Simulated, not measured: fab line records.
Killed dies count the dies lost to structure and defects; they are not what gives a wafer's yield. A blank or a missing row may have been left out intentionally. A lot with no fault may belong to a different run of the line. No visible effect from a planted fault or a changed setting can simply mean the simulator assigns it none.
A single fault, viewed from 2 desks	flow berkeley_cmos170	only its own numbers are on each desk; what lay behind them is given at the end

## THE METROLOGY DESK
Means of the sampled wafers that have a number, per lot and without regard to the tool the lot ran on: this is what the gauges read. Any lot whose mean is over 4 standard deviations away from the usual mean is out of limits and marked OUT; that distance is given in the brackets.
Columns: A = V2_OVL at UCB170_V2_OVL_MEAS_13, usual 7 nm
lot	first seen here	A
L854	day 8 20:51	11
L852	day 8 22:29	4
L860	day 11 08:14	8
L859	day 11 08:46	13
L858	day 11 08:56	5
L857	day 11 10:09	8
L861	day 11 10:46	9
L866	day 12 09:19	8
L867	day 12 17:13	11
L868	day 12 20:16	10
L870	day 13 01:17	8
L871	day 13 09:08	3
L872	day 13 13:46	3
L874	day 13 15:27	3
Result from this desk: across the 14 lots, nothing is out of limits.

## THE TOOL OWNER'S DESK: furnace-01
The tool's own readings at UCB170_ACTIVE_OXIDATION_02 (target thk 26.4 nm, ox time 1260 s): means of the sampled wafers that have a number, for each lot that ran on this tool. Any lot whose mean is over 4 standard deviations away from the usual mean is out of limits and marked OUT; that distance is given in the brackets.
Columns: A = ox_temp_c at UCB170_ACTIVE_OXIDATION_02, usual 1000.1 C; B = zone_power_centre_pct at UCB170_ACTIVE_OXIDATION_02, usual 47.3 %
lot	first seen here	A	B
L860	day 6 12:12	1000.1	49.0
L861	day 6 12:12	1000.4	48.5
L866	day 7 07:26	999.6	49.1
L867	day 7 21:12	999.9	49.0
L868	day 7 21:12	999.6	49.1
Result from this desk: across the 5 lots, nothing is out of limits.

## ALL TOGETHER
The metrology desk saw nothing out of limits.
The desk of the tool owner found nothing out of limits.

## WHAT HAD BEEN PUT IN BY THE SIMULATOR
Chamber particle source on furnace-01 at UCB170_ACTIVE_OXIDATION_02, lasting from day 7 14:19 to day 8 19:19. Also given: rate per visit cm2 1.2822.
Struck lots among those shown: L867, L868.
